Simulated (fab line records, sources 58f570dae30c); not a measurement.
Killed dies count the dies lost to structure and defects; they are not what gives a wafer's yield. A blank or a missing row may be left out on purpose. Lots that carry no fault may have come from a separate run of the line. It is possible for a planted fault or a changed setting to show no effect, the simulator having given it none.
What tool caused it?	flow berkeley cmos170	14 lots, 42 wafers sampled, at 2 steps of a route of 331

## WHAT EACH GAUGE READ, for each wafer
UCB170_NVT_TW_MEAS_09. Usual: NVT_TW 530, standard deviation 3.7.
lot	measured	on	NVT_TW	flag
L831	day 6 14:16	film metro-01	531 529 525	
L830	day 6 14:31	film metro-01	530 531 532	
L833	day 7 06:49	film metro-04	528 526 531	
L835	day 7 18:36	film metro-04	529 530 532	
L834	day 7 18:53	film metro-01	533 533 533	
L838	day 8 03:04	film metro-04	526 525 522	
L839	day 8 12:44	film metro-04	522 524 522	
L840	day 8 12:50	film metro-04	524 527 522	
L846	day 10 09:46	film metro-01	478 479 478 478 479 479	OFF
L849	day 10 10:02	film metro-01	536 533 533	
L847	day 10 10:04	film metro-04	471 470 470 473 467 471	OFF
L850	day 10 16:53	film metro-02	527 532 533	
L851	day 10 17:08	film metro-01	535 535 533	
L853	day 11 14:40	film metro-01	535 534 534	

## EACH LOT AND THE TOOL THAT RAN IT (in order: tool; ch and the chambers of the sampled wafers; start)
lot	UCB170_NVT_IMPLANT_07
L831	implanter-03 ch 0, day 6 14:01
L830	implanter-01 ch 0, day 6 14:17
L833	implanter-03 ch 0, day 7 06:34
L835	implanter-03 ch 0, day 7 18:21
L834	implanter-01 ch 0, day 7 18:40
L838	implanter-02 ch 0, day 8 02:49
L839	implanter-01 ch 0, day 8 12:31
L840	implanter-02 ch 0, day 8 12:35
L846	implanter-01 ch 0, day 10 09:31
L849	implanter-03 ch 0, day 10 09:47
L847	implanter-01 ch 0, day 10 09:49
L850	implanter-02 ch 0, day 10 16:38
L851	implanter-03 ch 0, day 10 16:54
L853	implanter-02 ch 0, day 11 14:25
- UCB170_NVT_IMPLANT_07

## WHAT THE TOOLS THEMSELVES READ (means of the sampled wafers that have a number; where no wafer has one, the mark that the record gives instead)
UCB170_NVT_IMPLANT_07. Usual: beam energy keV 50.001, standard deviation 0.018; beam on s 9.99 s, standard deviation 0.18; tilt deg 7.001 degrees, standard deviation 0.019.
lot	tool	beam energy keV	beam on s (s)	tilt deg (degrees)	flag
L831	implanter-03	50.009	10.00	7.025	
L830	implanter-01	49.976	9.97	6.982	
L833	implanter-03	50.000	9.85	7.021	
L835	implanter-03	49.979	10.04	6.998	
L834	implanter-01	50.009	10.12	6.993	
L838	implanter-02	49.997	9.95	7.005	
L839	implanter-01	50.004	10.07	6.980	
L840	implanter-02	49.998	9.91	7.011	
L846	implanter-01	32.533	9.94	6.984	OFF
L849	implanter-03	50.017	10.05	6.990	
L847	implanter-01	32.494	10.02	6.978	OFF
L850	implanter-02	49.986	10.17	6.996	
L851	implanter-03	50.014	9.84	6.991	
L853	implanter-02	50.008	10.08	7.019	

## THE ANSWER, worked out from the rows above alone
Rule: take the mean of a lot's wafers that have a number; if it is more than 3 standard deviations from the usual mean, the lot is off. A lot without any number at a reading at which 4 lots or more have one is off too. Any other lot the step has rows for is counted as sound. After the gauges, taken in route order, come the tools' own readings; for these a lot's mean is taken, as printed above. The first step at which some lot is off is used, and at that step the reading that is off furthest; a lot without a number counts as furthest.
Off: at UCB170_NVT_TW_MEAS_09 (NVT_TW), L846, L847.
If a tool, at a process step before that reading, ran all the lots that are off and no sound lot after the first of them, it fits. Not tried: the gauges at UCB170_NVT_TW_MEAS_09; whatever is off there is also off at UCB170_NVT_IMPLANT_07, on other tools, and gauge error can't account for it. One fits: implanter-01 at UCB170_NVT_IMPLANT_07. Its last sound lot is L839 (day 8 12:31), its first lot that is off L846 (day 10 09:31): a fault that began between those two fits.
The tool's own readings at UCB170_NVT_IMPLANT_07 bear it out: on the lots that are off they differ by more than 5 times the standard deviation of the sound lots' means. beam energy keV reads 32.514 there against 50.000 on the sound lots.

## WHAT THE SIMULATOR HAD INSERTED
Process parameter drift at UCB170_NVT_IMPLANT_07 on implanter-01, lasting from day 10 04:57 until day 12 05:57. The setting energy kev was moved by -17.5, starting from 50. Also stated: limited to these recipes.
Struck lots among those shown: L846, L847. The rule above found the same.
